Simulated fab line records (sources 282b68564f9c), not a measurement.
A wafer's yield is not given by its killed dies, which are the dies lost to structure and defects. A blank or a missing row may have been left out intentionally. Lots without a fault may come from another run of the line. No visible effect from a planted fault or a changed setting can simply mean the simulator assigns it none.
fab line records | flow ritCmos
[record] lots = 13 | wafers = 39 | lastDay = 8
route steps=202 shown PWELL@52 REOX@102 NLDD@112 PLDD@124 NSD@137
lots untouched by any fault: they come from a run of this same line in which no faults occurred
startH: hours from the record's opening day to when the first of the lot's shown wafers began | waitH: hours elapsed since this lot's preceding step | " as in the row above | L1.1+2: one row covering several wafers at once | - no value, or no start was given | * or withheld: withheld | < > ~ a bound
route shown NAME@n: names a module that has steps shown in the file, with the first one's number in the route | usual: the fault-free wafers' mean and standard deviation | same: alike in all rows | chamber/n: place in a boat | sites: the reading at each site | _std_site: standard deviation of those values | _edge_site: mean of outer sites minus mean of inner sites | radiusMm: how far each site lies from the wafer's centre | mask NAME#n: copy n | behind: the most recent tool/chamber to have shaped the wafer | hold: reason for holding the lot/hours on hold/outcome of the hold | device: transistor that didn't switch, given as n, p or np | end of line: at the end of the route, the tests of the same wafers | a step given without rows: its recipe and nothing more | killed: not the wafer's yield, but the dies lost to structure and defects at the first sort | map: a wafer's dies, marking killed ones x, the rest . and places with no die _
set.NAME: setting as actually run; set.NAME@STEP: the setting as run at that earlier step | model.NAME: the simulator's own value behind a step, which no gauge read
steps of the route over a sample of lots; a table a step, a row a wafer
services: the hour from which a tool's chamber was out of use, counted from the record's first day as startH (under 0 if before that day), plus the number of hours and why
[[steps]]
[step RIT_WELLDRIVE_RS_MEAS_02]
[recipe] thkMeasGauge = four-point-probe
[usual] PWELL_RS = 429.9/1.3
lot.wafer | tool         | chamber | startH | waitH | PWELL_RS[ohm/sq]
L770.4    | filmMetro-03 | -       | 32.32  | 0.1   | 429.9
L770.5    | "            | -       | "      | "     | 428.7
L770.6    | "            | -       | "      | "     | 429.3
L771.2    | filmMetro-04 | -       | 35.20  | 0.1   | 428.6
L771.4    | "            | -       | "      | "     | 429.4
L771.6    | "            | -       | "      | "     | 430.2
L772.3    | filmMetro-03 | -       | 38.69  | 0.1   | 431.6
L772.5    | "            | -       | "      | "     | 431.2
L772.6    | "            | -       | "      | "     | 430.6
L773.2    | filmMetro-01 | -       | 44.25  | 0.1   | 429.6
L773.3    | "            | -       | "      | "     | 429.5
L773.6    | "            | -       | "      | "     | 429.3
L774.1    | filmMetro-03 | -       | 49.79  | 0.1   | 430.8
L774.4    | "            | -       | "      | "     | 430.7
L774.5    | "            | -       | "      | "     | 430.6
L775.3    | filmMetro-04 | -       | 52.96  | 0.1   | 428.9
L775.5    | "            | -       | "      | "     | 430.5
L775.6    | "            | -       | "      | "     | 430.4
L776.3    | filmMetro-04 | -       | 60.10  | 0.1   | 429.1
L776.4    | "            | -       | "      | "     | 429.9
L776.5    | "            | -       | "      | "     | 430.5
L780.2    | filmMetro-04 | -       | 78.59  | 0.1   | 430.4
L780.3    | "            | -       | "      | "     | 428.1
L780.5    | "            | -       | "      | "     | 429.0
L783.4    | filmMetro-04 | -       | 94.35  | 0.1   | 429.8
L783.5    | "            | -       | "      | "     | 430.9
L783.6    | "            | -       | "      | "     | 430.3
L787.3    | filmMetro-03 | -       | 116.21 | 0.1   | 430.3
L787.4    | "            | -       | "      | "     | 429.2
L787.6    | "            | -       | "      | "     | 427.2
L789.2    | filmMetro-04 | -       | 124.94 | 0.1   | 427.9
L789.3    | "            | -       | "      | "     | 427.7
L789.4    | "            | -       | "      | "     | 428.4
L792.1    | filmMetro-04 | -       | 144.32 | 0.1   | 431.4
L792.4    | "            | -       | "      | "     | 431.1
L792.5    | "            | -       | "      | "     | 430.5
L793.2    | filmMetro-01 | -       | 162.42 | 0.1   | 426.8
L793.3    | "            | -       | "      | "     | 427.3
L793.4    | "            | -       | "      | "     | 426.9
[step RIT_REOX_THK_MEAS_04]
[recipe] reads = SiO2_of_REOX_OXIDATION_03
[usual] REOX_OXIDE_THK = 25.3/0.53
lot.wafer | tool         | chamber | startH | waitH | REOX_OXIDE_THK[nm]
L770.4    | filmMetro-03 | -       | 44.62  | 0.0   | 25.4
L770.5    | "            | -       | "      | "     | 25.7
L770.6    | "            | -       | "      | "     | 25.8
L771.2    | filmMetro-03 | -       | 46.89  | 0.0   | 24.9
L771.4    | "            | -       | "      | "     | 24.7
L771.6    | "            | -       | "      | "     | 24.6
L772.3    | filmMetro-04 | -       | 52.24  | 0.0   | 25.4
L772.5    | "            | -       | "      | "     | 25.6
L772.6    | "            | -       | "      | "     | 25.4
L773.2    | filmMetro-04 | -       | 57.40  | 0.0   | 25.1
L773.3    | "            | -       | "      | "     | 24.7
L773.6    | "            | -       | "      | "     | 24.6
L774.1    | filmMetro-03 | -       | 61.19  | 0.0   | 24.3
L774.4    | "            | -       | "      | "     | 24.8
L774.5    | "            | -       | "      | "     | 24.5
L775.3    | filmMetro-01 | -       | 65.14  | 0.1   | 26.0
L775.5    | "            | -       | "      | "     | 25.6
L775.6    | "            | -       | "      | "     | 25.9
L776.3    | filmMetro-01 | -       | 73.03  | 0.0   | 24.4
L776.4    | "            | -       | "      | "     | 24.5
L776.5    | "            | -       | "      | "     | 24.4
L780.2    | filmMetro-04 | -       | 91.46  | 0.0   | 25.7
L780.3    | "            | -       | "      | "     | 25.2
L780.5    | "            | -       | "      | "     | 25.4
L783.4    | filmMetro-01 | -       | 106.87 | 0.0   | 25.3
L783.5    | "            | -       | "      | "     | 25.1
L783.6    | "            | -       | "      | "     | 25.8
L787.3    | filmMetro-04 | -       | 138.06 | 0.0   | 24.9
L787.4    | "            | -       | "      | "     | 24.8
L787.6    | "            | -       | "      | "     | 24.7
L789.2    | filmMetro-04 | -       | 151.57 | 0.0   | 25.0
L789.3    | "            | -       | "      | "     | 25.2
L789.4    | "            | -       | "      | "     | 25.1
L792.1    | filmMetro-04 | -       | 172.01 | 0.0   | 24.7
L792.4    | "            | -       | "      | "     | 24.9
L792.5    | "            | -       | "      | "     | 24.8
L793.2    | filmMetro-04 | -       | 183.15 | 0.0   | 25.6
L793.3    | "            | -       | "      | "     | 25.3
L793.4    | "            | -       | "      | "     | 25.3
[step RIT_NLDD_STRIP_09]
[recipe] chemistry = O2 | timeS = 180 | resist = NOVOLAK | platenTempC = withheld | powerW = 500 | pressureMtorr = 4000 | o2FlowSccm = 4000
[usual] drypumpMotorCurrentA = 5.9/0.41 | o2FlowSccm = 4000/12 | runLengthS = 208.4/0.38
lot.wafer | tool           | chamber | startH | waitH | drypumpMotorCurrentA | o2FlowSccm | rfHoursCounterH | runLengthS
L770.4    | plasmaAsher-02 | 1       | 45.92  | 0.1   | 5.4                  | 3975       | -               | 208.0
L770.5    | "              | 0       | "      | "     | 6.4                  | 4015       | -               | 209.0
L770.6    | "              | 1       | "      | "     | 5.4                  | 3987       | -               | 207.7
L771.2    | plasmaAsher-02 | 1       | 48.31  | 0.1   | 5.4                  | 4003       | 42              | 207.7
L771.4    | "              | 1       | "      | "     | 5.4                  | 4005       | -               | 208.1
L771.6    | "              | 1       | "      | "     | 5.4                  | 4006       | -               | 208.2
L772.3    | plasmaAsher-02 | 1       | 53.53  | 0.1   | 5.4                  | 3991       | -               | 208.4
L772.5    | "              | 1       | "      | "     | 5.4                  | 3983       | -               | 208.3
L772.6    | "              | 0       | "      | "     | 6.4                  | 3995       | -               | 208.9
L773.2    | plasmaAsher-01 | 1       | 58.65  | 0.1   | 5.3                  | 4007       | 40              | 208.4
L773.3    | "              | 1       | "      | "     | 5.2                  | 4018       | -               | 208.9
L773.6    | "              | 0       | "      | "     | 5.7                  | 4015       | -               | 208.9
L774.1    | plasmaAsher-02 | 0       | 62.53  | 0.1   | 6.4                  | 3997       | 44              | 208.1
L774.4    | "              | 1       | "      | "     | 5.4                  | 4006       | -               | 207.7
L774.5    | "              | 0       | "      | "     | 6.4                  | 4008       | -               | 208.4
L775.3    | plasmaAsher-02 | 0       | 66.42  | 0.1   | 6.4                  | 4000       | -               | 208.6
L775.5    | "              | 0       | "      | "     | 6.4                  | 4002       | -               | 208.2
L775.6    | "              | 1       | "      | "     | 5.5                  | 3978       | -               | 207.8
L776.3    | plasmaAsher-01 | 0       | 74.44  | 0.1   | 5.7                  | 4017       | -               | 208.4
L776.4    | "              | 1       | "      | "     | 5.3                  | 4007       | -               | 208.3
L776.5    | "              | 0       | "      | "     | 5.7                  | 4013       | -               | 208.8
L780.2    | plasmaAsher-02 | 1       | 92.86  | 0.1   | 5.4                  | 4020       | 47              | 72.3
L780.3    | "              | 0       | "      | "     | 6.4                  | 4012       | -               | 72.5
L780.5    | "              | 1       | "      | "     | 5.4                  | 4011       | -               | 72.3
L783.4    | plasmaAsher-03 | 0       | 108.37 | 0.1   | 6.2                  | 3994       | -               | 208.0
L783.5    | "              | 1       | "      | "     | 6.1                  | 3999       | -               | 208.6
L783.6    | "              | 0       | "      | "     | 6.2                  | 4016       | -               | 208.3
L787.3    | plasmaAsher-01 | 1       | 139.35 | 0.1   | 5.3                  | 4015       | -               | 208.5
L787.4    | "              | 0       | "      | "     | 5.7                  | 4009       | -               | 208.8
L787.6    | "              | 1       | "      | "     | 5.3                  | 4004       | -               | 208.4
L789.2    | plasmaAsher-01 | 0       | 152.81 | 0.1   | 5.8                  | 4001       | 49              | 208.9
L789.3    | "              | 1       | "      | "     | 5.3                  | 3975       | -               | 208.7
L789.4    | "              | 0       | "      | "     | 5.8                  | 4007       | -               | 208.7
L792.1    | plasmaAsher-03 | 1       | 173.62 | 0.1   | 6.1                  | 4018       | 50              | 208.5
L792.4    | "              | 0       | "      | "     | 6.2                  | 3999       | -               | 208.5
L792.5    | "              | 0       | "      | "     | 6.2                  | 3992       | -               | 208.2
L793.2    | plasmaAsher-03 | 0       | 184.39 | 0.1   | 6.3                  | 3982       | 51              | 207.8
L793.3    | "              | 1       | "      | "     | 6.1                  | 3993       | -               | 208.5
L793.4    | "              | 0       | "      | "     | 6.3                  | 3995       | -               | 207.9
[step RIT_PLDD_TW_MEAS_10]
[usual] PLDD_TW = 2351/12
lot.wafer | tool         | chamber | startH | waitH | PLDD_TW
L770.4    | filmMetro-02 | -       | 47.63  | 0.1   | 2345
L770.5    | "            | -       | "      | "     | 2342
L770.6    | "            | -       | "      | "     | 2340
L771.2    | filmMetro-01 | -       | 49.91  | 0.1   | 2353
L771.4    | "            | -       | "      | "     | 2326
L771.6    | "            | -       | "      | "     | 2348
L772.3    | filmMetro-04 | -       | 55.21  | 0.1   | 2366
L772.5    | "            | -       | "      | "     | 2369
L772.6    | "            | -       | "      | "     | 2379
L773.2    | filmMetro-02 | -       | 60.38  | 0.1   | 2351
L773.3    | "            | -       | "      | "     | 2350
L773.6    | "            | -       | "      | "     | 2353
L774.1    | filmMetro-01 | -       | 64.13  | 0.1   | 2340
L774.4    | "            | -       | "      | "     | 2332
L774.5    | "            | -       | "      | "     | 2330
L775.3    | filmMetro-02 | -       | 68.11  | 0.1   | 2371
L775.5    | "            | -       | "      | "     | 2349
L775.6    | "            | -       | "      | "     | 2367
L776.3    | filmMetro-01 | -       | 76.36  | 0.1   | 2351
L776.4    | "            | -       | "      | "     | 2346
L776.5    | "            | -       | "      | "     | 2357
L780.2    | filmMetro-02 | -       | 94.47  | 0.1   | 30
L780.3    | "            | -       | "      | "     | 30
L780.5    | "            | -       | "      | "     | 30
L783.4    | filmMetro-02 | -       | 109.94 | 0.1   | 2367
L783.5    | "            | -       | "      | "     | 2352
L783.6    | "            | -       | "      | "     | 2370
L787.3    | filmMetro-01 | -       | 141.03 | 0.1   | 2369
L787.4    | "            | -       | "      | "     | 2351
L787.6    | "            | -       | "      | "     | 2342
L789.2    | filmMetro-01 | -       | 154.54 | 0.1   | 2352
L789.3    | "            | -       | "      | "     | 2346
L789.4    | "            | -       | "      | "     | 2345
L792.1    | filmMetro-04 | -       | 175.34 | 0.1   | 2351
L792.4    | "            | -       | "      | "     | 2357
L792.5    | "            | -       | "      | "     | 2370
L793.2    | filmMetro-01 | -       | 185.99 | 0.1   | 2335
L793.3    | "            | -       | "      | "     | 2330
L793.4    | "            | -       | "      | "     | 2353
[step RIT_NSD_OVL_MEAS_06]
[usual] NSD_OVL = 0.7/1.2
lot.wafer | tool       | chamber | startH | waitH | NSD_OVL[nm]
L770.4    | overlay-02 | -       | 51.14  | -     | -1.1
L770.5    | "          | -       | "      | "     | 0.3
L770.6    | "          | -       | "      | "     | 1.3
L771.2    | overlay-02 | -       | 53.42  | -     | -0.4
L771.4    | "          | -       | "      | "     | 0.1
L771.6    | "          | -       | "      | "     | 0.0
L772.3    | overlay-01 | -       | 58.72  | -     | 1.0
L772.5    | "          | -       | "      | "     | -1.2
L772.6    | "          | -       | "      | "     | 0.2
L773.2    | overlay-02 | -       | 64.17  | -     | -0.8
L773.3    | "          | -       | "      | "     | 0.7
L773.6    | "          | -       | "      | "     | 0.6
L774.1    | overlay-01 | -       | 67.94  | -     | 1.7
L774.4    | "          | -       | "      | "     | -0.4
L774.5    | "          | -       | "      | "     | 3.2
L775.3    | overlay-02 | -       | 71.65  | -     | 1.0
L775.5    | "          | -       | "      | "     | -0.1
L775.6    | "          | -       | "      | "     | 1.0
L776.3    | overlay-01 | -       | 79.78  | -     | 0.7
L776.4    | "          | -       | "      | "     | 0.6
L776.5    | "          | -       | "      | "     | 0.5
L780.2    | overlay-02 | -       | 99.41  | -     | 1.3
L780.3    | "          | -       | "      | "     | 0.8
L780.5    | "          | -       | "      | "     | 0.8
L783.4    | overlay-02 | -       | 113.66 | -     | 1.9
L783.5    | "          | -       | "      | "     | 4.4
L783.6    | "          | -       | "      | "     | 2.7
L787.3    | overlay-01 | -       | 144.57 | -     | 0.8
L787.4    | "          | -       | "      | "     | 1.5
L787.6    | "          | -       | "      | "     | -0.1
L789.2    | overlay-01 | -       | 158.08 | -     | -0.4
L789.3    | "          | -       | "      | "     | -0.9
L789.4    | "          | -       | "      | "     | -0.6
L792.1    | overlay-02 | -       | 181.07 | -     | -0.1
L792.4    | "          | -       | "      | "     | 1.9
L792.5    | "          | -       | "      | "     | 0.8
L793.2    | overlay-02 | -       | 189.76 | -     | 1.4
L793.3    | "          | -       | "      | "     | 1.3
L793.4    | "          | -       | "      | "     | 1.4
[[services]]
tool           | chamber | startH | hours | kind
plasmaAsher-03 | -       | 41.29  | 28.1  | pm
plasmaAsher-02 | -       | 57.74  | 2.3   | repair
plasmaAsher-03 | -       | 102.36 | 0.6   | repair
plasmaAsher-02 | -       | 108.75 | 9.0   | pm
plasmaAsher-02 | 0       | 108.75 | 9.0   | ventCycle
plasmaAsher-02 | 1       | 108.75 | 9.0   | ventCycle
plasmaAsher-02 | 0       | 117.75 | -     | clean
plasmaAsher-02 | 1       | 117.75 | -     | clean
[[key]]
[firstSign] step = RIT_NLDD_STRIP_09 | reading = runLengthS | direction = down | sigmas = 99+ | usual = * | struck = *
[effect] step = RIT_PLDD_TW_MEAS_10 | reading = PLDD_TW | direction = down | sigmas = 99+ | usual = 2351 | struck = 30
metAt RIT_NLDD_STRIP_09
struckLots L780
sortLeftOut L780.2,L780.3,L780.5
testerLeftOut L780
notActingAt RIT_WELLDRIVE_RS_MEAS_02,RIT_REOX_THK_MEAS_04,RIT_NSD_OVL_MEAS_06
onsetBetween 66.42 92.86
[fault] kind = stripAborted | tool = plasmaAsher-02 | chamber = - | onsetH = 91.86 | steps = RIT_NLDD_STRIP_09 | offset = 0.6 | endH = 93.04
// testerLeftOut: of these lots the tester's yield and bins aren't shown, on N5 and GAA mostly nor the transistor test; their killed dies are dies lost to structure and defects alone, not to doping, threshold or leakage, so they don't give the yield
// sortLeftOut: the simulated sort isn't trusted on such a fault, so these wafers' sort isn't shown, and their yield isn't known
